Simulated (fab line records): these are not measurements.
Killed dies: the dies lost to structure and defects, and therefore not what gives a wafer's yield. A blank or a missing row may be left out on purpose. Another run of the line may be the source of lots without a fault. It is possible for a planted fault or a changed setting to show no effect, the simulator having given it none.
Which tool was responsible? / flow berkeley-cmos170 / 7 lots with 21 wafers sampled at 2 steps, on a route of 331 steps

WHAT EACH GAUGE READ, for each wafer
UCB170_FIELD_THK_MEAS_90.
lot=L450; measured=day 4 22:18; on=film-metro-02; FIELD_OXIDE_LEFT_1_THK (nm)=453 457 458
lot=L453; measured=day 5 09:53; on=film-metro-02; FIELD_OXIDE_LEFT_1_THK (nm)=424 442 432
lot=L459; measured=day 6 18:43; on=film-metro-03; FIELD_OXIDE_LEFT_1_THK (nm)=425 428 429
lot=L461; measured=day 7 09:38; on=film-metro-02; FIELD_OXIDE_LEFT_1_THK (nm)=459 462 465
lot=L464; measured=day 7 17:44; on=film-metro-04; FIELD_OXIDE_LEFT_1_THK (nm)=435 446 445
lot=L470; measured=day 9 11:01; on=film-metro-04; FIELD_OXIDE_LEFT_1_THK (nm)=432 436 428
lot=L472; measured=day 9 18:01; on=film-metro-04; FIELD_OXIDE_LEFT_1_THK (nm)=433 425 428

EACH LOT AND THE TOOL THAT RAN IT (in order: tool; ch and the chambers of the sampled wafers; start)
lot=L450; UCB170_PWELL_CLEAN_00=wet-bench-02 ch 0, day 2 14:53
lot=L453; UCB170_PWELL_CLEAN_00=wet-bench-02 ch 3, day 3 04:28
lot=L459; UCB170_PWELL_CLEAN_00=wet-bench-04 ch 1, day 4 12:50
lot=L461; UCB170_PWELL_CLEAN_00=wet-bench-04 ch 2, day 4 23:08
lot=L464; UCB170_PWELL_CLEAN_00=wet-bench-04 ch 2, day 5 12:15
lot=L470; UCB170_PWELL_CLEAN_00=wet-bench-04 ch 1, day 6 21:26
lot=L472; UCB170_PWELL_CLEAN_00=wet-bench-02 ch 1, day 7 09:38
- UCB170_PWELL_CLEAN_00: cleans in SPM, time 600 s.

THE ANSWER, worked out from the rows above alone
Rule: what is usual is taken from the lots themselves. The widest of any qualifying gaps counts: lots, ordered by their means at a reading, are off when they make up no more than a third of the lots, leave a main group of 4 or more, and stand apart from it by 3 or more times the standard deviation of that group's means. Not used: any main group whose means are identical at the precision the tables above print for the reading. Also off: a lot with no number at a reading for which 4 or more lots have one. All remaining lots with rows at the step are treated as sound.
No lot is off on any of the readings shown, so nothing can be concluded from this.

WHAT THE SIMULATOR HAD INSERTED
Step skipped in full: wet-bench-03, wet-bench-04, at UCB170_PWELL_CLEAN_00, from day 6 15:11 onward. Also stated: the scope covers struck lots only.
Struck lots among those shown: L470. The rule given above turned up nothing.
